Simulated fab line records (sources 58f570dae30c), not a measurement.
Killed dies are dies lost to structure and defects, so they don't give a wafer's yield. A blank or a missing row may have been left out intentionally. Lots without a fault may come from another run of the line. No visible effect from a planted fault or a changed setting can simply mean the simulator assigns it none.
Split-lot trial || flow berkeley_cmos170 || route with 331 steps; 5 lots, 23 wafers read

## ABOUT THE SPLIT
At UCB170_NSD_COAT_01 (resist thk 900 nm), the setting resist_thk_nm was moved away from the recipe's 900 nm on 7 of the 23 wafers read, by -4.6% to +4.2%. This setting was run at the recipe's value on the other wafers.

The reading comes from the split's own step.

## THE READING
KrF_of_NSD_COAT_01.thk_nm (the simulator's own value, which no gauge read), in nm, at UCB170_NSD_COAT_01 (resist thk 900 nm). The file does not state a usual value for it. The 16 wafers here that ran the recipe average 900.1 nm, standard deviation 2.9 nm.

{"wafer": "L074.1", "tool, chamber at the split": "litho_track-02, 0", "resist_thk_nm as run, nm": 900, "against the recipe": "recipe", "KrF_of_NSD_COAT_01.thk_nm, nm": 901.8, "against lot-mates on the recipe": "-"}
{"wafer": "L074.2", "tool, chamber at the split": "litho_track-02, 0", "resist_thk_nm as run, nm": 900, "against the recipe": "recipe", "KrF_of_NSD_COAT_01.thk_nm, nm": 900.1, "against lot-mates on the recipe": "-"}
{"wafer": "L074.4", "tool, chamber at the split": "litho_track-02, 0", "resist_thk_nm as run, nm": 900, "against the recipe": "recipe", "KrF_of_NSD_COAT_01.thk_nm, nm": 902, "against lot-mates on the recipe": "-"}
{"wafer": "L074.5", "tool, chamber at the split": "litho_track-02, 0", "resist_thk_nm as run, nm": 900, "against the recipe": "recipe", "KrF_of_NSD_COAT_01.thk_nm, nm": 901.5, "against lot-mates on the recipe": "-"}
{"wafer": "L074.6", "tool, chamber at the split": "litho_track-02, 0", "resist_thk_nm as run, nm": 900, "against the recipe": "recipe", "KrF_of_NSD_COAT_01.thk_nm, nm": 901, "against lot-mates on the recipe": "-"}
{"wafer": "L075.1", "tool, chamber at the split": "litho_track-03, 0", "resist_thk_nm as run, nm": 882.4, "against the recipe": "-2.0%", "KrF_of_NSD_COAT_01.thk_nm, nm": 884, "against lot-mates on the recipe": -17.6}
{"wafer": "L075.2", "tool, chamber at the split": "litho_track-03, 0", "resist_thk_nm as run, nm": 882.4, "against the recipe": "-2.0%", "KrF_of_NSD_COAT_01.thk_nm, nm": 885.4, "against lot-mates on the recipe": -16.2}
{"wafer": "L075.4", "tool, chamber at the split": "litho_track-03, 0", "resist_thk_nm as run, nm": 900, "against the recipe": "recipe", "KrF_of_NSD_COAT_01.thk_nm, nm": 902.8, "against lot-mates on the recipe": "-"}
{"wafer": "L075.5", "tool, chamber at the split": "litho_track-03, 0", "resist_thk_nm as run, nm": 900, "against the recipe": "recipe", "KrF_of_NSD_COAT_01.thk_nm, nm": 900.5, "against lot-mates on the recipe": "-"}
{"wafer": "L075.6", "tool, chamber at the split": "litho_track-03, 0", "resist_thk_nm as run, nm": 882.4, "against the recipe": "-2.0%", "KrF_of_NSD_COAT_01.thk_nm, nm": 882.8, "against lot-mates on the recipe": -18.9}
{"wafer": "L077.1", "tool, chamber at the split": "litho_track-02, 0", "resist_thk_nm as run, nm": 900, "against the recipe": "recipe", "KrF_of_NSD_COAT_01.thk_nm, nm": 894.3, "against lot-mates on the recipe": "-"}
{"wafer": "L077.2", "tool, chamber at the split": "litho_track-02, 0", "resist_thk_nm as run, nm": 900, "against the recipe": "recipe", "KrF_of_NSD_COAT_01.thk_nm, nm": 898.4, "against lot-mates on the recipe": "-"}
{"wafer": "L077.3", "tool, chamber at the split": "litho_track-02, 0", "resist_thk_nm as run, nm": 858.8, "against the recipe": "-4.6%", "KrF_of_NSD_COAT_01.thk_nm, nm": 855.5, "against lot-mates on the recipe": -40.6}
{"wafer": "L077.4", "tool, chamber at the split": "litho_track-02, 0", "resist_thk_nm as run, nm": 900, "against the recipe": "recipe", "KrF_of_NSD_COAT_01.thk_nm, nm": 895.6, "against lot-mates on the recipe": "-"}
{"wafer": "L077.5", "tool, chamber at the split": "litho_track-02, 0", "resist_thk_nm as run, nm": 858.8, "against the recipe": "-4.6%", "KrF_of_NSD_COAT_01.thk_nm, nm": 854, "against lot-mates on the recipe": -42.1}
{"wafer": "L079.2", "tool, chamber at the split": "litho_track-02, 0", "resist_thk_nm as run, nm": 937.4, "against the recipe": "+4.2%", "KrF_of_NSD_COAT_01.thk_nm, nm": 935.2, "against lot-mates on the recipe": "+37.8"}
{"wafer": "L079.3", "tool, chamber at the split": "litho_track-02, 0", "resist_thk_nm as run, nm": 937.4, "against the recipe": "+4.2%", "KrF_of_NSD_COAT_01.thk_nm, nm": 937, "against lot-mates on the recipe": "+39.6"}
{"wafer": "L079.4", "tool, chamber at the split": "litho_track-02, 0", "resist_thk_nm as run, nm": 900, "against the recipe": "recipe", "KrF_of_NSD_COAT_01.thk_nm, nm": 899.2, "against lot-mates on the recipe": "-"}
{"wafer": "L079.5", "tool, chamber at the split": "litho_track-02, 0", "resist_thk_nm as run, nm": 900, "against the recipe": "recipe", "KrF_of_NSD_COAT_01.thk_nm, nm": 896.8, "against lot-mates on the recipe": "-"}
{"wafer": "L079.6", "tool, chamber at the split": "litho_track-02, 0", "resist_thk_nm as run, nm": 900, "against the recipe": "recipe", "KrF_of_NSD_COAT_01.thk_nm, nm": 896.3, "against lot-mates on the recipe": "-"}
{"wafer": "L078.1", "tool, chamber at the split": "litho_track-03, 0", "resist_thk_nm as run, nm": 900, "against the recipe": "recipe", "KrF_of_NSD_COAT_01.thk_nm, nm": 903.2, "against lot-mates on the recipe": "-"}
{"wafer": "L078.3", "tool, chamber at the split": "litho_track-03, 0", "resist_thk_nm as run, nm": 900, "against the recipe": "recipe", "KrF_of_NSD_COAT_01.thk_nm, nm": 903.2, "against lot-mates on the recipe": "-"}
{"wafer": "L078.6", "tool, chamber at the split": "litho_track-03, 0", "resist_thk_nm as run, nm": 900, "against the recipe": "recipe", "KrF_of_NSD_COAT_01.thk_nm, nm": 904.4, "against lot-mates on the recipe": "-"}

FIT RESULTS
A straight line over all 23 wafers: KrF_of_NSD_COAT_01.thk_nm changes by +9.18 nm for each +1% of resist_thk_nm; r = +0.99; the points scatter about the line by 3 nm.
The same after taking each lot's own level away (the mean of its wafers on the recipe; 23 wafers): +9.15 nm for each +1%; r = +1.00; scatter 1.1 nm.
According to that fit, moving resist_thk_nm by its largest amount changes the reading by 42 nm.
Measured against the standard deviation above, the lots' own levels, which go from 896.10 to 903.60 nm, span 2.6 times it.
So the lot-to-lot level changes the slope little: the two slopes agree.
Check: with one of the wafers moved furthest among these (-4.6%) left out of the fit, the line predicts -42.1 nm for it against its lot-mates. Against them it came out at -40.6 nm.

## THE WHOLE CHAIN: every reading that the file lists as answering this split, in the file's order
{"step": "UCB170_NSD_COAT_01", "what it does": "resist thk 900 nm", "reading": "KrF_of_NSD_COAT_01.thk_nm (the simulator's own value, which no gauge read)", "change (the file's fit)": "+9.15 nm for each +1% of the setting", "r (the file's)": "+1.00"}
{"step": "UCB170_NSD_STRIP_09", "what it does": "strips in O2", "reading": "strip_time_to_endpoint_s", "change (the file's fit)": "withheld for each +1% of the setting", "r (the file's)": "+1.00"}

## FILE'S OWN FIT
KrF_of_NSD_COAT_01.thk_nm changes by +9.15 nm for each +1% of resist_thk_nm, r = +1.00.
